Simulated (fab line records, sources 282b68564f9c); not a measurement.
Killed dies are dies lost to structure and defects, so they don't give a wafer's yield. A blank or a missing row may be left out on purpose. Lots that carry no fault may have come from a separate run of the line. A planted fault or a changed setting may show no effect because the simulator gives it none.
What tool caused it? | flow ritCmos | Sampling: 14 lots, 42 wafers, 3 of 202 route steps

WHAT THE GAUGES READ, wafer by wafer
RIT_M1_RS_MEAS_01: measurement is done with a four-point probe.
lot  | measured    | on           | M1_AL_RS (ohm/sq)
L626 | day 3 11:56 | filmMetro-01 | 0.0749 0.0754 0.0752
L627 | day 3 15:01 | filmMetro-02 | 0.0757 0.0736 0.0756
L629 | day 4 02:35 | filmMetro-01 | 0.0742 0.0745 0.0737
L631 | day 4 11:29 | filmMetro-04 | 0.0738 0.0757 0.0746
L632 | day 4 16:09 | filmMetro-02 | 0.0746 0.0747 0.0745
L633 | day 4 20:54 | filmMetro-01 | 0.0728 0.0741 0.0726
L634 | day 5 02:56 | filmMetro-02 | 0.0749 0.0747 0.0744
L635 | day 5 07:29 | filmMetro-04 | 0.0739 0.0740 0.0746
L636 | day 5 11:50 | filmMetro-01 | 0.0743 0.0742 0.0743
L640 | day 6 09:02 | filmMetro-02 | 0.0834 0.0820 0.0828
L641 | day 6 20:24 | filmMetro-01 | 0.0759 0.0762 0.0754
L642 | day 6 20:42 | filmMetro-02 | 0.0829 0.0835 0.0830
L646 | day 7 18:46 | filmMetro-01 | 0.0720 0.0725 0.0718
L647 | day 7 20:54 | filmMetro-02 | 0.0747 0.0743 0.0735

RIT_M1_THK_MEAS_02: measures by xrf.
lot  | measured    | on           | M1_AL_THK (nm)
L626 | day 3 12:03 | filmMetro-01 | 379 377 381
L627 | day 3 15:08 | filmMetro-02 | 379 388 378
L629 | day 4 02:42 | filmMetro-01 | 385 384 385
L631 | day 4 11:36 | filmMetro-04 | 383 373 380
L632 | day 4 16:16 | filmMetro-02 | 382 381 384
L633 | day 4 21:01 | filmMetro-01 | 393 385 391
L634 | day 5 03:03 | filmMetro-02 | 383 382 384
L635 | day 5 07:37 | filmMetro-04 | 385 384 378
L636 | day 5 11:56 | filmMetro-01 | 384 384 381
L640 | day 6 09:10 | filmMetro-02 | 347 351 347
L641 | day 6 20:31 | filmMetro-01 | 377 374 379
L642 | day 6 20:49 | filmMetro-02 | 349 344 347
L646 | day 7 18:52 | filmMetro-01 | 395 392 397
L647 | day 7 21:00 | filmMetro-02 | 382 383 386

TOOL THAT RAN EACH LOT (tool first, then ch and the chambers of the sampled wafers, then the start)
lot  | RIT_M1_SPUTTER_00
L626 | pvdSputter-04, day 3 11:38
L627 | pvdSputter-03, day 3 14:43
L629 | pvdSputter-03, day 4 02:16
L631 | pvdSputter-03, day 4 11:11
L632 | pvdSputter-04, day 4 15:52
L633 | pvdSputter-03, day 4 20:36
L634 | pvdSputter-04, day 5 02:37
L635 | pvdSputter-03, day 5 07:12
L636 | pvdSputter-04, day 5 11:31
L640 | pvdSputter-04, day 6 08:45
L641 | pvdSputter-03, day 6 20:05
L642 | pvdSputter-04, day 6 20:25
L646 | pvdSputter-01, day 7 18:27
L647 | pvdSputter-03, day 7 20:34
- RIT_M1_SPUTTER_00: material Al, target thk 400 nm, time 500 s.

AS READ BY THE TOOLS THEMSELVES (means over the sampled wafers that have a number; for cases with no such wafer, the mark the record gives instead)
RIT_M1_SPUTTER_00.
lot  | tool          | chamberPressurePa (Pa) | throttleValvePct (%)
L626 | pvdSputter-04 | 0.3998                 | 29.9
L627 | pvdSputter-03 | 0.4006                 | 30.4
L629 | pvdSputter-03 | 0.4006                 | 29.9
L631 | pvdSputter-03 | 0.4008                 | 30.8
L632 | pvdSputter-04 | 0.4010                 | 30.1
L633 | pvdSputter-03 | 0.3993                 | 30.5
L634 | pvdSputter-04 | 0.3991                 | 29.9
L635 | pvdSputter-03 | 0.3998                 | 30.3
L636 | pvdSputter-04 | 0.4004                 | 28.8
L640 | pvdSputter-04 | 0.5990                 | 24.6
L641 | pvdSputter-03 | 0.3995                 | 30.3
L642 | pvdSputter-04 | 0.5983                 | 24.4
L646 | pvdSputter-01 | 0.3996                 | 30.1
L647 | pvdSputter-03 | 0.4000                 | 30.1

THE ANSWER, worked out from the rows above alone
Rule: usual is defined by the lots themselves. Put in order of their means at a reading, lots are off if they are a third of the lots or fewer, leave a main group of 4 or more, and stand apart from it by a gap of 3 or more times the standard deviation of the main group's means; of several such gaps the widest counts. The tables above print the reading to a certain number of digits; a main group whose means all agree to those digits is not used. Also off: a lot with no number at a reading for which 4 or more lots have one. Any other lot the step has rows for is counted as sound. After the gauges, taken in route order, come the tools' own readings; for these a lot's mean is taken, as printed above. The first step at which some lot is off is used, and at that step the reading that is off furthest; a lot without a number counts as furthest.
Off: L640, L642, seen at RIT_M1_RS_MEAS_01 (M1_AL_RS). The main group has a mean of 0.0743 ohm/sq with a standard deviation of 0.00092.
If a tool, at a process step before that reading, ran all the lots that are off and no sound lot after the first of them, it fits. Not tried: the gauges at RIT_M1_RS_MEAS_01; whatever is off there is also off at RIT_M1_SPUTTER_00, on other tools, and gauge error can't account for it. One fits: RIT_M1_SPUTTER_00 on pvdSputter-04. Its last sound lot is L636 (day 5 11:31), its first lot that is off L640 (day 6 08:45): a fault that began between those two fits.
The tool's own readings at RIT_M1_SPUTTER_00 bear it out: on the lots that are off they differ by more than 5 times the standard deviation of the sound lots' means. chamberPressurePa reads 0.5987 Pa there against 0.4000 Pa on the sound lots; throttleValvePct reads 24.5 % there against 30.1 % on the sound lots.

WHAT HAD BEEN PUT IN BY THE SIMULATOR
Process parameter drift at RIT_M1_SPUTTER_00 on pvdSputter-04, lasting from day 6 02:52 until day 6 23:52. Setting chamberPressurePa, moved by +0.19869, from 0.4. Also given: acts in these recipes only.
Shown lots that were struck: L640, L642. Same finding as the rule above.
